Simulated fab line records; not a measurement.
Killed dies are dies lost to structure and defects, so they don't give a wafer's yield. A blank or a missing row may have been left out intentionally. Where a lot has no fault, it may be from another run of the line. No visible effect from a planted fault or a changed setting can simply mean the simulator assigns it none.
The tool behind it: which one?	flow rit cmos	7 lots, 21 wafers sampled, at 2 steps of a route of 202

WHAT EACH GAUGE READ, for each wafer
RIT_PSD_TW_MEAS_10.
lot	measured	on	PSD_TW
L624	day 3 09:24	film metro-01	3404 3387 3393
L626	day 3 19:35	film metro-04	3469 3479 3467
L629	day 4 09:32	film metro-01	3387 3413 3391
L632	day 4 23:06	film metro-02	3502 3498 3512
L640	day 6 14:40	film metro-02	30 30 30
L642	day 7 00:25	film metro-02	3456 3461 3449
L645	day 7 15:53	film metro-02	3432 3436 3440

WHICH TOOL RAN EACH LOT (tool, then ch and the chambers of the sampled wafers, then the start)
lot	RIT_PSD_IMPLANT_08
L624	implanter-03 ch 0, day 3 09:05
L626	implanter-03 ch 0, day 3 19:16
L629	implanter-03 ch 0, day 4 09:13
L632	implanter-02 ch 0, day 4 22:47
L640	implanter-03, day 6 14:20
L642	implanter-03 ch 0, day 7 00:07
L645	implanter-03 ch 0, day 7 15:35
- RIT_PSD_IMPLANT_08

THE ANSWER, worked out from the rows above alone
Rule: the lots themselves supply what counts as usual. The widest of any qualifying gaps counts: lots, ordered by their means at a reading, are off when they make up no more than a third of the lots, leave a main group of 4 or more, and stand apart from it by 3 or more times the standard deviation of that group's means. If all means in a main group match to the digits the tables above print for the reading, that group is not used. Also off: a lot with no number at a reading for which 4 or more lots have one. All remaining lots with rows at the step are treated as sound.
Off: L640, at RIT_PSD_TW_MEAS_10 (PSD_TW). The main group has a mean of 3443 with a standard deviation of 39.
If a tool, at a process step before that reading, ran all the lots that are off and no sound lot after the first of them, it fits. Those tools and the gauges at RIT_PSD_TW_MEAS_10 are tried in the same way. Not one of the candidates tried fits.

WHAT THE SIMULATOR HAD PUT IN
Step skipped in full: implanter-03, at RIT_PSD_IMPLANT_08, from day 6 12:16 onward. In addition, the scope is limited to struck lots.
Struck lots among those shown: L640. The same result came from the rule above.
